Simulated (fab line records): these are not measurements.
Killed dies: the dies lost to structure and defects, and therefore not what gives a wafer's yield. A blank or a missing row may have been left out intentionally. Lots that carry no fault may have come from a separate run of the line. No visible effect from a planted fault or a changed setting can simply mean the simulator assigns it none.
A struck lot beside a sound one | flow rit-cmos | 17 steps out of a route of 202
Sound: wafers L668.1, L668.3, L668.5. Struck: wafers L681.1, L681.4, L681.6. The cause is named last.
For every step that has rows: the tool of each side, followed by ch and its chambers, followed by its first start. Under that, the readings that differ: sound wafers | struck wafers | difference of the means | sigmas: that difference in standard deviations of wafers without a fault.
alike: a reading whose means differ by less than 2 such deviations, as well as words and numbers matching on both sides. not compared: withheld readings; readings where some wafer has no value; bounds like >300 that might hide an equal value; numbers whose values overlap and for which the record gives no deviation.
The two part at a step that has a row with sigmas, a row that says differs or no value, or rows on one side only. Non-overlapping numbers with no deviation appear without sigmas and do not part them. A reading that every wafer of one side lacks parts them only if that side has two wafers or more.

first, 2 steps without rows for these wafers: RIT_NRETRO_HARDBAKE_07 (time 120 s); RIT_NRETRO_IMPLANT_08.
RIT_NRETRO_STRIP_09: strips in O2, time 180 s.
  sound on plasma-asher-01 ch 0,1, day 3 12:19; struck on plasma-asher-01 ch 0,1, day 6 05:08
  alike: drypump-motor-current-A
  not compared: rf-hours-counter-h
RIT_NRETRO_TW_MEAS_10:
  struck on film-metro-02, day 6 05:19; sound on film-metro-03, day 3 12:29
  alike: NRETRO_TW
then, 6 steps without rows for these wafers: RIT_PRETRO_HMDS_00 (prime time 60 s); RIT_PRETRO_COAT_01 (resist thk 1300 nm); RIT_PRETRO_SOFTBAKE_02 (time 60 s); RIT_PRETRO_EXPOSE_03 (exposes mask M5, target cd 43700 nm); RIT_PRETRO_PEB_04; RIT_PRETRO_DEVELOP_05 (develop time 68 s).
RIT_PRETRO_OVL_MEAS_06:
  struck on overlay-01, day 6 06:16; sound on overlay-01, day 3 13:33
  reading         | sound       | struck        | difference | sigmas
  PRETRO_OVL (nm) | 2.1 1.7 2.6 | -1.0 -1.5 0.4 | -2.8       | -2
then, 1 step without rows for these wafers: RIT_PRETRO_HARDBAKE_07 (time 120 s).
RIT_PRETRO_IMPLANT_08:
  sound on implanter-03 ch 0, day 3 13:50; struck on implanter-03 ch 0, day 6 06:33
  reading                   | sound                | struck               | difference | sigmas
  beam-energy-keV           | 45.025 45.000 45.009 | 54.895 54.891 54.893 | +9.882     | +99 or more
  model.implant.rp-nm (nm)  | 137.9 137.9 137.9    | 177.4 177.4 177.4    | +39.5      |
  model.implant.drp-nm (nm) | 55.07 55.07 55.07    | 61.68 61.68 61.68    | +6.61      |
  alike: dose-ions-cm2, tilt-deg
RIT_PRETRO_STRIP_09: strips in O2, time 180 s.
  sound on plasma-asher-04 ch 0, day 3 13:59; struck on plasma-asher-04 ch 0, day 6 06:42
  alike: drypump-motor-current-A
  not compared: rf-hours-counter-h
RIT_PRETRO_TW_MEAS_10:
  struck on film-metro-01, day 6 06:52; sound on film-metro-04, day 3 14:10
  reading   | sound       | struck      | difference | sigmas
  PRETRO_TW | 471 471 473 | 494 492 492 | +21        | +5
then, 1 step without rows for these wafers: RIT_GATE_WET_ETCH_00 (etches SiO2 in BOE, target depth 56 nm, time 60 s).
RIT_M1_PROBE_99:
  struck on prober-02, day 7 09:01; sound on prober-02, day 4 16:40
  reading                                    | sound                | struck               | difference | sigmas
  model.etest.nmos_0p3.r-on-ohm-um           | 2263 2215 2270       | 2027 2066 2075       | -193       |
  model.etest.nmos-turned.drive-ua-um        | 312.4 315.3 318.5    | 353.4 346.2 354.8    | +36.1      |
  model.etest.nmos_0p15.drive-ua-um          | 463.6 468.9 458.3    | 487.7 492.6 483.9    | +24.5      |
  model.etest.nmos-narrow.drive-ua-um        | 217.7 223.2 215.2    | 257.9 252.4 254.4    | +36.2      |
  model.etest.nmos_0p3.drive-ua-um           | 212.7 217.6 210.9    | 248.1 246.8 247      | +33.6      |
  model.etest.retro-edge-nmos.off-log10-a-um | -9.804 -9.933 -9.891 | -9.624 -9.469 -9.661 | +0.291     |
  model.etest.nmos_0p15.off-log10-a-um       | -10.04 -9.915 -10.03 | -9.757 -9.658 -9.748 | +0.274     |
  alike: killed-at-contacts, killed-at-front-end, killed-dies, killed-open, killed-short
  not compared: model.etest.ring.quiet-log10-a

## WHERE THEY PART
At RIT_PRETRO_OVL_MEAS_06 first; at RIT_PRETRO_TW_MEAS_10 last (within this record only). Later steps at which nothing parts them and some readings are alike: RIT_M1_PROBE_99.

WHY: the cause the simulator had injected
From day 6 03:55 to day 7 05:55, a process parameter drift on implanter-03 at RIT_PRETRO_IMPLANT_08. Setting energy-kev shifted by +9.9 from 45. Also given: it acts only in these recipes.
